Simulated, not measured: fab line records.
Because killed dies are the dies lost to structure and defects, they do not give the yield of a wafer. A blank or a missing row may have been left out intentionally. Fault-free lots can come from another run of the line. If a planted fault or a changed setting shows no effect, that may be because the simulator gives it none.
Split-lot experiment :: flow berkeley cmos170 :: 23 wafers read across 5 lots, on a route 331 steps long

== SPLIT DETAILS ==
At UCB170_PWELL_IMPLANT_15, the setting energy kev was moved away from the recipe's 60 on 8 of the 23 wafers read, by -4.9% to -3.8%. For the rest of the wafers, this setting stayed at what the recipe calls for.

The reading is taken at the split's own step.

== THE READING ==
implant.drp nm (the simulator's own value, which no gauge read), in nm, at UCB170_PWELL_IMPLANT_15. The file gives no usual value for it.

wafer: L074.1
tool, chamber at the split: implanter-03, 0
energy kev as run: 57.73
against the recipe: -3.8%
implant.drp nm, nm: 63.38
against lot-mates on the recipe: -1.32

wafer: L074.3
tool, chamber at the split: implanter-03, 0
energy kev as run: 57.73
against the recipe: -3.8%
implant.drp nm, nm: 63.38
against lot-mates on the recipe: -1.32

wafer: L074.4
tool, chamber at the split: implanter-03, 0
energy kev as run: 57.73
against the recipe: -3.8%
implant.drp nm, nm: 63.38
against lot-mates on the recipe: -1.32

wafer: L074.2
tool, chamber at the split: implanter-03, 0
energy kev as run: 60
against the recipe: recipe
implant.drp nm, nm: 64.7
against lot-mates on the recipe: -

wafer: L074.5
tool, chamber at the split: implanter-03, 0
energy kev as run: 60
against the recipe: recipe
implant.drp nm, nm: 64.7
against lot-mates on the recipe: -

wafer: L076.1
tool, chamber at the split: implanter-02, 0
energy kev as run: 60
against the recipe: recipe
implant.drp nm, nm: 64.7
against lot-mates on the recipe: -

wafer: L076.2
tool, chamber at the split: implanter-02, 0
energy kev as run: 60
against the recipe: recipe
implant.drp nm, nm: 64.7
against lot-mates on the recipe: -

wafer: L076.6
tool, chamber at the split: implanter-02, 0
energy kev as run: 60
against the recipe: recipe
implant.drp nm, nm: 64.7
against lot-mates on the recipe: -

wafer: L082.2
tool, chamber at the split: implanter-02, 0
energy kev as run: 57.03
against the recipe: -4.9%
implant.drp nm, nm: 62.97
against lot-mates on the recipe: -1.73

wafer: L082.3
tool, chamber at the split: implanter-02, 0
energy kev as run: 57.03
against the recipe: -4.9%
implant.drp nm, nm: 62.97
against lot-mates on the recipe: -1.73

wafer: L082.6
tool, chamber at the split: implanter-02, 0
energy kev as run: 57.03
against the recipe: -4.9%
implant.drp nm, nm: 62.97
against lot-mates on the recipe: -1.73

wafer: L082.4
tool, chamber at the split: implanter-02, 0
energy kev as run: 60
against the recipe: recipe
implant.drp nm, nm: 64.7
against lot-mates on the recipe: -

wafer: L082.5
tool, chamber at the split: implanter-02, 0
energy kev as run: 60
against the recipe: recipe
implant.drp nm, nm: 64.7
against lot-mates on the recipe: -

wafer: L080.1
tool, chamber at the split: implanter-04, 0
energy kev as run: 60
against the recipe: recipe
implant.drp nm, nm: 64.7
against lot-mates on the recipe: -

wafer: L080.2
tool, chamber at the split: implanter-04, 0
energy kev as run: 60
against the recipe: recipe
implant.drp nm, nm: 64.7
against lot-mates on the recipe: -

wafer: L080.6
tool, chamber at the split: implanter-04, 0
energy kev as run: 60
against the recipe: recipe
implant.drp nm, nm: 64.7
against lot-mates on the recipe: -

wafer: L080.4
tool, chamber at the split: implanter-04, 0
energy kev as run: 57.28
against the recipe: -4.5%
implant.drp nm, nm: 63.12
against lot-mates on the recipe: -1.58

wafer: L080.5
tool, chamber at the split: implanter-04, 0
energy kev as run: 57.28
against the recipe: -4.5%
implant.drp nm, nm: 63.12
against lot-mates on the recipe: -1.58

wafer: L085.1
tool, chamber at the split: implanter-03, 0
energy kev as run: 60
against the recipe: recipe
implant.drp nm, nm: 64.7
against lot-mates on the recipe: -

wafer: L085.2
tool, chamber at the split: implanter-03, 0
energy kev as run: 60
against the recipe: recipe
implant.drp nm, nm: 64.7
against lot-mates on the recipe: -

wafer: L085.4
tool, chamber at the split: implanter-03, 0
energy kev as run: 60
against the recipe: recipe
implant.drp nm, nm: 64.7
against lot-mates on the recipe: -

wafer: L085.5
tool, chamber at the split: implanter-03, 0
energy kev as run: 60
against the recipe: recipe
implant.drp nm, nm: 64.7
against lot-mates on the recipe: -

wafer: L085.6
tool, chamber at the split: implanter-03, 0
energy kev as run: 60
against the recipe: recipe
implant.drp nm, nm: 64.7
against lot-mates on the recipe: -

FIT RESULTS
A straight line over all 23 wafers: implant.drp nm changes by +0.349 nm for each +1% of energy kev; r = +1.00; the points scatter about the line by 0.0011 nm.
The same after taking each lot's own level away (the mean of its wafers on the recipe; 23 wafers): +0.349 nm for each +1%; r = +1.00; scatter 0.0011 nm.
The reading moves by 1.7 nm for the largest change in energy kev, on that fit.
The lots' own levels span 64.700 to 64.700 nm.
So the lot-to-lot level changes the slope little: the two slopes agree.
Check: for one of the wafers moved furthest among these (-4.9%), held out of the fit, the line's prediction against its lot-mates is -1.73 nm. It came out at -1.73 nm against them.

== THESE WAFERS: OTHER SPLITS ==
Other splits were also applied to these wafers ahead of the reading. Each is held against what the fit with the lots' levels taken away leaves over:
other split on the same wafers: UCB170_START_OXIDATION_02 temp c
wafers away from the commonest value: 15
r with implant.drp nm (lot level and that fit taken away): +0.31

other split on the same wafers: UCB170_ZERO_COAT_01 spin rpm
wafers away from the commonest value: 11
r with implant.drp nm (lot level and that fit taken away): -0.49

other split on the same wafers: UCB170_NWELL_COAT_07 resist thk nm
wafers away from the commonest value: 4
r with implant.drp nm (lot level and that fit taken away): -0.18

other split on the same wafers: UCB170_NWELL_ETCH_13 rf w
wafers away from the commonest value: 8
r with implant.drp nm (lot level and that fit taken away): -0.16

== THE WHOLE CHAIN: every reading that the file lists as answering this split, in the file's order ==
step: UCB170_PWELL_IMPLANT_15
what it does: 
reading: implant.rp nm (the simulator's own value, which no gauge read)
change (the file's fit): +1.74 nm for each +1% of the setting
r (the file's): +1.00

step: UCB170_PWELL_IMPLANT_15
what it does: 
reading: implant.drp nm (the simulator's own value, which no gauge read)
change (the file's fit): +0.349 nm for each +1% of the setting
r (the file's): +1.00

== THE FILE'S OWN FIT ==
implant.drp nm changes by +0.349 nm for each +1% of energy kev, r = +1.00.
